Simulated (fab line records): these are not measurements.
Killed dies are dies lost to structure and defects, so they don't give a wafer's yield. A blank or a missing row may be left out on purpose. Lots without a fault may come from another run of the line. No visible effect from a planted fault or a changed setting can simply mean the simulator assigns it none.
Which tool did it? + flow rit cmos + at 1 step of a route of 202, 7 lots with 21 wafers sampled

== WHAT THE GAUGES READ, wafer by wafer ==
RIT_PSD_TW_MEAS_10.
| lot  | measured    | on            | PSD_TW         |
|------|-------------|---------------|----------------|
| L323 | day 3 11:50 | film metro-01 | 3408 3446 3431 |
| L326 | day 4 04:23 | film metro-03 | 3417 3423 3443 |
| L328 | day 4 14:45 | film metro-02 | 3447 3432 3443 |
| L332 | day 5 09:14 | film metro-03 | 3423 3421 3427 |
| L334 | day 5 19:05 | film metro-02 | 3465 3452 3453 |
| L337 | day 6 11:25 | film metro-01 | 3433 3416 3426 |
| L342 | day 7 10:25 | film metro-01 | 3421 3410 3406 |

== EACH LOT AND THE TOOL THAT RAN IT (in order: tool; ch and the chambers of the sampled wafers; start) ==
The record holds no process step before these readings.

== THE ANSWER, worked out from the rows above alone ==
Rule: what is usual is taken from the lots themselves. The widest of any qualifying gaps counts: lots, ordered by their means at a reading, are off when they make up no more than a third of the lots, leave a main group of 4 or more, and stand apart from it by 3 or more times the standard deviation of that group's means. The tables above print the reading to a certain number of digits; a main group whose means all agree to those digits is not used. A lot without any number at a reading at which 4 lots or more have one is off too. All remaining lots with rows at the step are treated as sound.
Nothing can be told from this: no lot is off at any reading shown.

== WHAT HAD BEEN PUT IN BY THE SIMULATOR ==
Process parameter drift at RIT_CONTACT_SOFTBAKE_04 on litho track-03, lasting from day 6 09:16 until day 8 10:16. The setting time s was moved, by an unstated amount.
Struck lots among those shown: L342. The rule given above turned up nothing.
